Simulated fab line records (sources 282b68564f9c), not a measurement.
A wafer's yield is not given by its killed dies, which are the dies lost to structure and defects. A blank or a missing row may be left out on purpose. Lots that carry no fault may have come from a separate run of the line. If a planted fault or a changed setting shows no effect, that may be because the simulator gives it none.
One fault through the eyes of 2 desks :: flow rit cmos :: every desk sees just its own numbers, and what lay behind them comes last

== AT THE TOOL OWNER'S DESK: rie diel-01 ==
The tool's own readings at RIT_SPACER_ETCHBACK_05 (etches Si3N4 in SF6/CHF3, stops on SiO2, target depth 250 nm, time 240 s): means of the sampled wafers that have a number, for each lot that ran on this tool. Marked OUT: a lot whose mean sits more than 4 standard deviations from the usual mean, which makes it out of limits; the brackets give that distance.
Columns: A = drypump motor current A at RIT_SPACER_ETCHBACK_05, usual 5.7 A; B = oes product au at RIT_SPACER_ETCHBACK_05, usual 0.842 a.u.; C = rf fwd power W at RIT_SPACER_ETCHBACK_05, usual 249.2 W; D = throttle valve pct at RIT_SPACER_ETCHBACK_05, usual 10.22 %
lot: L244
first seen here: day 3 03:23
A: 6.3
B: 0.841
C: 250.0
D: 10.25

lot: L246
first seen here: day 3 13:18
A: 6.3
B: 0.832
C: 248.9
D: 10.24

lot: L250
first seen here: day 4 07:58
A: 5.4
B: 0.850
C: 248.9
D: 10.13

lot: L254
first seen here: day 5 05:23
A: 5.3
B: 0.851
C: 249.8
D: 10.15
Finding of this desk: none of the 4 lots has anything out of limits.

== THE METROLOGY DESK ==
What the gauges read, lot by lot, whatever tool the lot ran on: means of the sampled wafers that have a number. Marked OUT: a lot whose mean sits more than 4 standard deviations from the usual mean, which makes it out of limits; the brackets give that distance. 7 of its 10 readings are shown, namely those furthest out on some lot.
Columns: A = PLDD_OVL at RIT_PLDD_OVL_MEAS_06, usual 1.0 nm; B = NSD_OVL at RIT_NSD_OVL_MEAS_06, usual 0.3 nm; C = NSD_TW at RIT_NSD_TW_MEAS_10, usual 3173; D = PSD_TW at RIT_PSD_TW_MEAS_10, usual 3486; E = PSD_RS at RIT_SDANNEAL_RS_MEAS_04, usual 115.83 ohm/sq; F = NSD_RS at RIT_SDANNEAL_RS_MEAS_05, usual 84.43 ohm/sq; G = PLDD_RS at RIT_SDANNEAL_RS_MEAS_06, usual 178.4 ohm/sq
lot: L244
first seen here: day 3 00:29
A: 1.2
B: -0.4
C: 3198
D: 3457
E: 116.28
F: 84.95
G: 179.0

lot: L246
first seen here: day 3 10:23
A: -0.5
B: -2.9
C: 3149
D: 3534
E: 115.93
F: 84.38
G: 178.3

lot: L250
first seen here: day 4 05:02
A: 0.5
B: 1.1
C: 3181
D: 3500
E: 116.32
F: 84.22
G: 179.2

lot: L254
first seen here: day 5 02:23
A: 0.9
B: -0.1
C: 3127
D: 3470
E: 115.72
F: 84.61
G: 178.1

lot: L260
first seen here: day 6 10:19
A: 0.4
B: 1.9
C: 3172
D: 3542
E: 115.64
F: 84.74
G: 178.7

lot: L261
first seen here: day 6 13:10
A: 2.9
B: 3.1
C: 3218
D: 3496
E: 115.99
F: 84.47
G: 178.6
Finding of this desk: none of the 6 lots has anything out of limits.

== BROUGHT TOGETHER ==
Nothing out of limits was seen by the tool owner's desk.
At the metrology desk, nothing out of limits was observed.

== WHAT THE SIMULATOR PUT IN ==
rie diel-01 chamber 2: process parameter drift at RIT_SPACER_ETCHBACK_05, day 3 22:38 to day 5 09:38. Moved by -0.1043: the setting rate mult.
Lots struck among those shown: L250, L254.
